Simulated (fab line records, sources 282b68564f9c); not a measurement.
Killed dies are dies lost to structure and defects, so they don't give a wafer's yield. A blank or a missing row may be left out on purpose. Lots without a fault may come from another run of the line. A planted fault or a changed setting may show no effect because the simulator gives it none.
Which tool did it? | flow rit_cmos | 14 lots, 42 wafers sampled, at 5 steps of a route of 202

WHAT THE GAUGES READ, wafer by wafer
RIT_ACTIVE_BOW_MEAS_00. Usual: INCOMING_BOW 1 um, standard deviation 5.9.
lot  | measured    | on            | INCOMING_BOW (um) | flag
L870 | day 1 10:00 | film_metro-04 | 1 -2 6            |
L871 | day 1 15:04 | film_metro-03 | 0 4 3             |
L872 | day 1 20:02 | film_metro-04 | -1 -6 0           |
L873 | day 2 01:00 | film_metro-03 | -4 -5 6           |
L874 | day 2 06:01 | film_metro-03 | -6 -4 -2          |
L877 | day 2 21:00 | film_metro-03 | -1 -11 -1         |
L878 | day 3 02:01 | film_metro-01 | -1 1 4            |
L886 | day 4 18:00 | film_metro-01 | 1 0 -4            |
L888 | day 5 04:00 | film_metro-04 | 3 -11 -1          |
L889 | day 5 09:00 | film_metro-03 | 1 2 2             |
L890 | day 5 14:00 | film_metro-04 | 1 0 -13           |
L891 | day 5 19:02 | film_metro-01 | 3 -3 3            |
L892 | day 6 00:00 | film_metro-04 | -14 17 3          |
L893 | day 6 05:00 | film_metro-01 | -2 -2 5           |

RIT_ACTIVE_CD_MEAS_90: target cd 1400 nm. Usual: cd_nm 1400.1 nm, standard deviation 2.1.
lot  | measured    | on        | cd_nm (nm)           | flag
L870 | day 1 15:31 | cd_sem-02 | 1401.1 1400.7 1401.2 |
L871 | day 1 21:35 | cd_sem-01 | 1404.0 1405.8 1404.2 |
L872 | day 2 02:08 | cd_sem-01 | 1400.8 1399.1 1399.7 |
L873 | day 2 07:38 | cd_sem-01 | 1398.0 1399.8 1398.9 |
L874 | day 2 11:34 | cd_sem-01 | 1399.5 1399.6 1399.3 |
L877 | day 3 04:08 | cd_sem-02 | - - -                | OFF
L878 | day 3 08:53 | cd_sem-01 | - - -                | OFF
L886 | day 5 01:17 | cd_sem-01 | 1397.8 1398.2 1397.3 |
L888 | day 5 10:11 | cd_sem-02 | 1398.5 1397.6 1396.8 |
L889 | day 5 15:02 | cd_sem-01 | 1403.7 1401.6 1402.4 |
L890 | day 5 19:24 | cd_sem-02 | 1401.0 1400.8 1401.6 |
L891 | day 6 01:21 | cd_sem-02 | 1399.7 1396.7 1396.9 |
L892 | day 6 07:58 | cd_sem-02 | 1398.9 1400.8 1399.9 |
L893 | day 6 11:05 | cd_sem-01 | 1401.1 1401.0 1400.4 |

RIT_FOX1_THK_MEAS_01. Usual: FOX1_OXIDE_THK 352 nm, standard deviation 6.8.
lot  | measured    | on            | FOX1_OXIDE_THK (nm) | flag
L870 | day 1 19:39 | film_metro-04 | 344 341 342         |
L871 | day 1 23:58 | film_metro-02 | 360 360 361         |
L872 | day 2 05:50 | film_metro-04 | 360 356 359         |
L873 | day 2 10:23 | film_metro-04 | 358 348 346         |
L874 | day 2 15:08 | film_metro-04 | 343 341 338         |
L886 | day 5 04:05 | film_metro-02 | 344 341 342         |
L888 | day 5 13:05 | film_metro-02 | 350 352 347         |
L889 | day 5 16:50 | film_metro-04 | 353 352 348         |
L890 | day 5 23:40 | film_metro-04 | 362 356 352         |
L891 | day 6 05:19 | film_metro-02 | 358 361 356         |
L892 | day 6 09:49 | film_metro-03 | 361 355 360         |
L893 | day 6 14:34 | film_metro-02 | 341 349 348         |

RIT_M1_THK_MEAS_02: measures by xrf. Usual: M1_AL_THK 420 nm, standard deviation 3.7.
lot  | measured    | on            | M1_AL_THK (nm) | flag
L870 | day 3 12:44 | film_metro-01 | 415 414 414    |
L871 | day 4 00:40 | film_metro-04 | 419 417 420    |
L872 | day 4 00:58 | film_metro-01 | 424 422 425    |
L873 | day 4 10:18 | film_metro-04 | 419 418 418    |
L874 | day 4 15:02 | film_metro-03 | 421 419 422    |
L886 | day 6 22:21 | film_metro-01 | 428 426 423    |
L888 | day 7 03:51 | film_metro-01 | 421 427 423    |
L889 | day 7 08:07 | film_metro-01 | 423 424 423    |
L890 | day 7 15:38 | film_metro-04 | 419 422 418    |
L891 | day 7 23:44 | film_metro-01 | 428 427 422    |
L892 | day 8 09:02 | film_metro-03 | 418 423 418    |
L893 | day 8 10:05 | film_metro-04 | 415 418 419    |

WHICH TOOL RAN EACH LOT (tool, then ch and the chambers of the sampled wafers, then the start)
lot  | RIT_ACTIVE_ETCH_13
L870 | rie_diel-04 ch 0,3, day 1 15:13
L871 | rie_diel-04 ch 0,1,2, day 1 21:13
L872 | rie_diel-04 ch 0,1, day 2 01:47
L873 | rie_diel-02 ch 0,1,2, day 2 07:20
L874 | rie_diel-03 ch 2,3, day 2 11:14
L877 | rie_diel-03 ch 0,1,2, day 3 03:49
L878 | rie_diel-03 ch 0,1,3, day 3 08:33
L886 | rie_diel-02 ch 0,1,2, day 5 00:51
L888 | rie_diel-03 ch 0,2, day 5 09:52
L889 | rie_diel-03 ch 1,2,3, day 5 14:43
L890 | rie_diel-03 ch 1,3, day 5 19:05
L891 | rie_diel-03 ch 2,3, day 6 01:00
L892 | rie_diel-02 ch 1,2,3, day 6 07:40
L893 | rie_diel-03 ch 0,1,2, day 6 10:47
- RIT_ACTIVE_ETCH_13: etches Si3N4 in SF6, stops on SiO2, time 210 s, target depth 210 nm.

WHAT THE TOOLS THEMSELVES READ (means of the sampled wafers that have a number; where no wafer has one, the mark that the record gives instead)
RIT_ACTIVE_ETCH_13. Usual: SF6_flow_sccm 199.9 sccm, standard deviation 0.59; chamber_pressure_mTorr 260.00 mTorr, standard deviation 0.22; drypump_motor_current_A 6.0 A, standard deviation 0.5; oes_product_au 0.815 a.u., standard deviation 0.011; throttle_valve_pct 7.53 %, standard deviation 0.12.
lot  | tool        | SF6_flow_sccm (sccm) | chamber_pressure_mTorr (mTorr) | drypump_motor_current_A (A) | oes_product_au (a.u.) | throttle_valve_pct (%) | flag
L870 | rie_diel-04 | 199.8                | 260.00                         | 5.7                         | 0.830                 | 7.41                   |
L871 | rie_diel-04 | 200.4                | 259.82                         | 5.7                         | 0.826                 | 7.52                   |
L872 | rie_diel-04 | 200.5                | 260.04                         | 5.9                         | 0.828                 | 7.56                   |
L873 | rie_diel-02 | 199.8                | 260.03                         | 6.1                         | 0.807                 | 7.61                   |
L874 | rie_diel-03 | 199.7                | 259.89                         | 6.4                         | 0.816                 | 7.48                   |
L877 | rie_diel-03 | -                    | -                              | -                           | -                     | -                      | OFF
L878 | rie_diel-03 | -                    | -                              | -                           | -                     | -                      | OFF
L886 | rie_diel-02 | 200.1                | 260.02                         | 6.1                         | 0.803                 | 7.61                   |
L888 | rie_diel-03 | 200.0                | 260.19                         | 6.1                         | 0.799                 | 7.43                   |
L889 | rie_diel-03 | 199.9                | 259.96                         | 6.2                         | 0.817                 | 7.51                   |
L890 | rie_diel-03 | 199.4                | 260.08                         | 5.9                         | 0.820                 | 7.62                   |
L891 | rie_diel-03 | 199.7                | 260.05                         | 6.4                         | 0.819                 | 7.47                   |
L892 | rie_diel-02 | 199.7                | 260.08                         | 5.7                         | 0.819                 | 7.54                   |
L893 | rie_diel-03 | 199.8                | 259.93                         | 5.9                         | 0.810                 | 7.51                   |

THE ANSWER, worked out from the rows above alone
Rule: a lot is off if the mean of its wafers that have a number lies more than 3 standard deviations from the usual mean. A lot without any number at a reading at which 4 lots or more have one is off too. The other lots that the step has rows for count as sound. The gauges are gone through in route order, then the tools' own readings, and for those a lot's mean is taken as printed above. The first step at which some lot is off is used, and at that step the reading that is off furthest; a lot without a number counts as furthest.
Off: L877, L878, at RIT_ACTIVE_CD_MEAS_90 (cd_nm). Without a number there: L877, L878.
A tool fits if, at a process step before that reading, it ran every lot that is off, and no sound lot after the first of them. The gauges at RIT_ACTIVE_CD_MEAS_90 aren't tried: what is off there is off at RIT_ACTIVE_ETCH_13 too, on other tools, and a gauge's error can't cause that. None of those tried fits.

WHAT THE SIMULATOR HAD PUT IN
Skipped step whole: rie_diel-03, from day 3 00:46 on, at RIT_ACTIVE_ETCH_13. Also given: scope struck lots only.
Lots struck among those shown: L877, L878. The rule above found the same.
